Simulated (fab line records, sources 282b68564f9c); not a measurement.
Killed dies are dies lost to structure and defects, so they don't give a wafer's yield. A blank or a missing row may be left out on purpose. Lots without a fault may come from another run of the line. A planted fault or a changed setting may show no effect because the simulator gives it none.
Problem report in the 8D (eight disciplines) form, filled by code | flow rit_cmos | the parts of the form that need people (team, actions taken, sign-off) are left out

1. THE PROBLEM
spin_speed_rpm at RIT_M1_COAT_04 reads a mean of 1921.8 rpm on 9 wafers of 3 lots; wafers without a fault read 1999.7 rpm with a standard deviation of 1.4. That is -56 standard deviations from the usual mean.
The step: resist thk 1300 nm.
First seen on wafer L358.1, day 6 21:19, on litho_track-01. The record holds 45 wafers of 15 lots with a number at this step. Rule for "out", or "out of limits": more than 4 standard deviations from the usual mean. The other wafers with a number count as sound.

2. WHAT IT IS AND WHAT IT IS NOT
question                    | is                     | is not
which readings at this step | spin_speed_rpm         | -
which lots                  | L358, L359, L360       | L343, L344, L345, L347, L348, L351, L352, L354, L357, L361, L363, L364
which wafers of those lots  | all that have a number | -
read on which tools         | litho_track-01         | litho_track-03, litho_track-04
when                        | from day 6 21:19       | up to then (27 sound wafers); but 9 sound wafers of L361, L363, L364 came after

3. SUSPECTS, AND WHAT RULES EACH OUT
Counting: a tool at a process step up to the reading stays a suspect if it ran every lot that is out and no sound lot after the first of them.
- litho_track-01 at RIT_M1_COAT_04 (resist thk 1300 nm): kept. It ran every lot that is out, first L358 (day 6 21:19), and no sound lot after that; its last sound lot up to then is L357 (day 6 18:31). Its own readings are out on those wafers: spin_speed_rpm.
Left after counting: litho_track-01 at RIT_M1_COAT_04.

4. THE CAUSE (what the simulator had put in)
Process parameter drift: litho_track-01, from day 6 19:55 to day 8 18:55, at RIT_M1_COAT_04. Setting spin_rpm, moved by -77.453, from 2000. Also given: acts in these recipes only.
Counting left only this tool.

5. THE CHAIN OF EFFECTS, in route order
Each row: a reading whose mean over the struck wafers that have a number lies more than 3 standard deviations from the usual. Only readings for which the record gives a usual standard deviation are gone through. hours: the time from each lot's start at the first step in this table that gives one to its start at this step, as a median over the lots. sigmas: the change in usual standard deviations.
hours | step           | reading        | usual      | on struck wafers | change | sigmas
0     | RIT_M1_COAT_04 | spin_speed_rpm | 1999.7 rpm | 1921.8           | -77.9  | -56
The process steps in it:
- RIT_M1_COAT_04: resist thk 1300 nm.

6. WHAT WOULD HAVE CAUGHT IT SOONER
In this record the first reading out of limits was taken at day 6 21:19, 1 hour after the fault began at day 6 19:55.
